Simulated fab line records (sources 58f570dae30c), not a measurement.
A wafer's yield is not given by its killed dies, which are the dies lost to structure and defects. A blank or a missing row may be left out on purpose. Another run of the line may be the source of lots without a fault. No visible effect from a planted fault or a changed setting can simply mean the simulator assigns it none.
Which of the tools did it?    flow berkeley_cmos170    14 lots with 42 wafers sampled at 3 steps, on a route of 331 steps

WHAT THE GAUGES SHOWED, per wafer
UCB170_M1_OVL_MEAS_10. Usual: M1_OVL -3 nm, standard deviation 5.3.
lot   measured      on          M1_OVL (nm)  flag
L983  day 7 10:31   overlay-02  11 -1 3      
L985  day 7 18:59   overlay-02  -11 -6 -7    
L986  day 7 18:36   overlay-01  -7 -5 -5     
L987  day 8 08:14   overlay-01  -3 0 -6      
L988  day 8 08:32   overlay-01  -8 -6 -7     
L989  day 8 12:53   overlay-02  -2 -5 -9     
L990  day 8 15:02   overlay-02  -8 -1 -3     
L992  day 9 06:18   overlay-01  2 0 0        
L993  day 9 08:14   overlay-01  -7 -5 -6     
L996  day 9 21:38   overlay-01  0 4 5        
L997  day 10 16:18  overlay-02  -7 4 -6      
L998  day 10 16:40  overlay-01  -4 -13 -3    
L100  day 10 20:00  overlay-02  1 -6 -4      
L104  day 11 06:17  overlay-01  -8 -5 -13    

UCB170_V1_THK_MEAS_04. Usual: V1_POLISHED_THK 1000.2 nm, standard deviation 1.4.
lot   measured      on             V1_POLISHED_THK (nm)  flag
L983  day 7 12:56   film_metro-03  999.7 999.5 999.1     
L985  day 7 22:35   film_metro-03  1002.2 1000.1 999.6   
L986  day 7 22:35   film_metro-02  1001.4 1000.4 1000.8  
L987  day 8 13:05   film_metro-04  998.9 998.9 1000.2    
L988  day 8 13:06   film_metro-02  1001.6 1001.2 1001.2  
L989  day 8 17:08   film_metro-02  999.4 1000.3 1001.5   
L990  day 8 20:30   film_metro-02  1000.3 999.5 999.2    
L992  day 9 11:35   film_metro-02  999.5 998.3 1001.1    
L993  day 9 11:31   film_metro-03  1001.0 1001.7 1001.0  
L996  day 10 02:20  film_metro-03  998.8 999.4 997.1     
L997  day 10 19:21  film_metro-03  1000.4 1000.2 1001.0  
L998  day 10 19:37  film_metro-04  999.5 999.6 1000.6    
L100  day 11 01:02  film_metro-04  1002.9 999.0 1001.2   
L104  day 11 13:34  film_metro-03  1002.5 1000.8 999.9   

WHAT TOOL EACH LOT RAN ON (gives the tool, then ch and the chambers of the sampled wafers, and finally the start)
lot   UCB170_SCREENOX_OXIDATION_01
L983  furnace-02 ch 0, day 5 09:55
L985  furnace-01 ch 0, day 6 01:02
L986  furnace-01 ch 0, day 6 01:02
L987  furnace-03 ch 0, day 6 09:38
L988  furnace-03 ch 0, day 6 09:38
L989  furnace-03 ch 0, day 6 20:29
L990  furnace-02 ch 0, day 7 00:26
L992  furnace-03 ch 0, day 7 17:07
L993  furnace-03 ch 0, day 7 17:07
L996  furnace-02 ch 0, day 8 02:55
L997  furnace-03 ch 0, day 8 16:31
L998  furnace-03 ch 0, day 8 16:31
L100  furnace-02 ch 0, day 9 03:11
L104  furnace-02 ch 0, day 9 07:46
- UCB170_SCREENOX_OXIDATION_01: target thk 14.4 nm, ox time 2400 s.

AS READ BY THE TOOLS THEMSELVES (means over the sampled wafers that have a number; for cases with no such wafer, the mark the record gives instead)
UCB170_SCREENOX_OXIDATION_01. Usual: zone_power_load_pct 26.8 %, standard deviation 1.6; zone_power_source_pct 28.3 %, standard deviation 2.
lot   tool        zone_power_load_pct (%)  zone_power_source_pct (%)  flag
L983  furnace-02  25.8                     27.1                       
L985  furnace-01  25.4                     25.7                       
L986  furnace-01  25.2                     25.7                       
L987  furnace-03  29.1                     31.0                       
L988  furnace-03  29.0                     31.1                       
L989  furnace-03  29.0                     30.7                       
L990  furnace-02  25.5                     27.2                       
L992  furnace-03  29.4                     31.1                       
L993  furnace-03  29.1                     31.0                       
L996  furnace-02  25.8                     27.1                       
L997  furnace-03  29.2                     30.8                       
L998  furnace-03  29.1                     31.1                       
L100  furnace-02  25.9                     27.0                       
L104  furnace-02  25.9                     27.1                       

THE ANSWER, worked out from the rows above alone
Rule: lot off if the mean of its wafers having a number is beyond 3 standard deviations from the usual mean. Also off: a lot with no number at a reading for which 4 or more lots have one. The other lots that the step has rows for count as sound. First the gauges in route order, then the tools' own readings, where a lot's mean is used as printed above. The first step at which some lot is off is used, and at that step the reading that is off furthest; a lot without a number counts as furthest.
No lot is off at any reading shown: from this, nothing can be told.

WHAT WAS PUT IN BY THE SIMULATOR
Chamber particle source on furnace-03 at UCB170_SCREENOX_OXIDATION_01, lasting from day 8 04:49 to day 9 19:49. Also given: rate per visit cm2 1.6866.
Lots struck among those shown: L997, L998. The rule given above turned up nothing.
